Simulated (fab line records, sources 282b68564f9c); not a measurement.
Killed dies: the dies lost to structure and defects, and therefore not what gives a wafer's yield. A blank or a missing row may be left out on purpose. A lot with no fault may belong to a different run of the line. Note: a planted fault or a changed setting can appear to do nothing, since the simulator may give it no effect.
8D (eight disciplines) problem report, filled in by code -- flow rit cmos -- the parts of the form that need people (team, actions taken, sign-off) are left out

== 1. THE PROBLEM ==
Mean NWELL_RS at RIT_WELLDRIVE_RS_MEAS_01: 284.4 ohm/sq over 6 wafers in 2 lots; fault-free wafers: 275.8 ohm/sq, standard deviation 0.85. That puts it +10 standard deviations away from the usual mean.
The step: measures by four-point-probe.
Seen first at day 5 06:11 on film metro-01, wafer L305.1. The record holds 36 wafers of 12 lots with a number at this step. Rule for "out", or "out of limits": more than 4 standard deviations from the usual mean. All remaining wafers that have a number are taken as sound.

== 2. WHAT THIS IS AND IS NOT ==
question,is,is not
which readings at this step,NWELL_RS,-
which lots,"L305, L306","L291, L292, L293, L294, L295, L296, L297, L298, L299, L312"
which wafers of those lots,all that have a number,-
read on which gauges,"film metro-01, film metro-04",film metro-03
when,from day 5 06:11,up to then (27 sound wafers); but 3 sound wafers of L312 came after

== 3. SUSPECTS, AND WHAT RULES EACH OUT ==
Counting: a tool at any process step up to the reading remains a suspect when it ran all the lots that are out and ran no sound lot after the first of those.
- the gauge at RIT_WELLDRIVE_RS_MEAS_01 has been ruled out. Those wafers that are out were read across 2 gauges (film metro-01, film metro-04).
- implanter-01 at RIT_NWELL_IMPLANT_08: kept. It processed each lot that is out, first L305 at day 4 22:09, and no sound lot thereafter; up to then, the last sound lot it processed was L296 at day 3 05:20. Its own dose ions cm2 readings are out on those wafers.
After counting, what remains is implanter-01 at RIT_NWELL_IMPLANT_08.

== 4. THE CAUSE (what the simulator had put in) ==
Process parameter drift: implanter-01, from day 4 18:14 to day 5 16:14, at RIT_NWELL_IMPLANT_08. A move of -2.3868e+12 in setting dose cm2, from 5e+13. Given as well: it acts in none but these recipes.
Only this tool survived the counting.

== 5. THE EFFECT CHAIN, in route order ==
Each row: a reading whose mean over the struck wafers that have a number lies more than 3 standard deviations from the usual. Only readings for which the record gives a usual standard deviation are gone through. hours: the time from each lot's start at the first step in this table that gives one to its start at this step, as a median over the lots. sigmas: the change in usual standard deviations.
hours,step,reading,usual,on struck wafers,change,sigmas
0,RIT_NWELL_IMPLANT_08,dose ions cm2,5e+13,5e+13,-2e+12,-40
15,RIT_WELLDRIVE_RS_MEAS_01,NWELL_RS,275.8 ohm/sq,284.4,+8.6,+10
It contains these process steps:
- RIT_NWELL_IMPLANT_08

== 6. HOW IT WOULD HAVE BEEN CAUGHT EARLIER ==
Counted from the fault's start at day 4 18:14, it took 12 hours until the first out-of-limits reading at a measuring or inspecting step in this record, taken at day 5 06:11.
At RIT_NWELL_IMPLANT_08, the tool's own readings (dose ions cm2) were out on each struck wafer the step has a row for, so an alarm limit on them would have fired on the first such wafer.
By day 5 06:11, every lot that is out (2) had started RIT_NWELL_IMPLANT_08 on implanter-01. A hold on the tool at that time would have spared none of them.
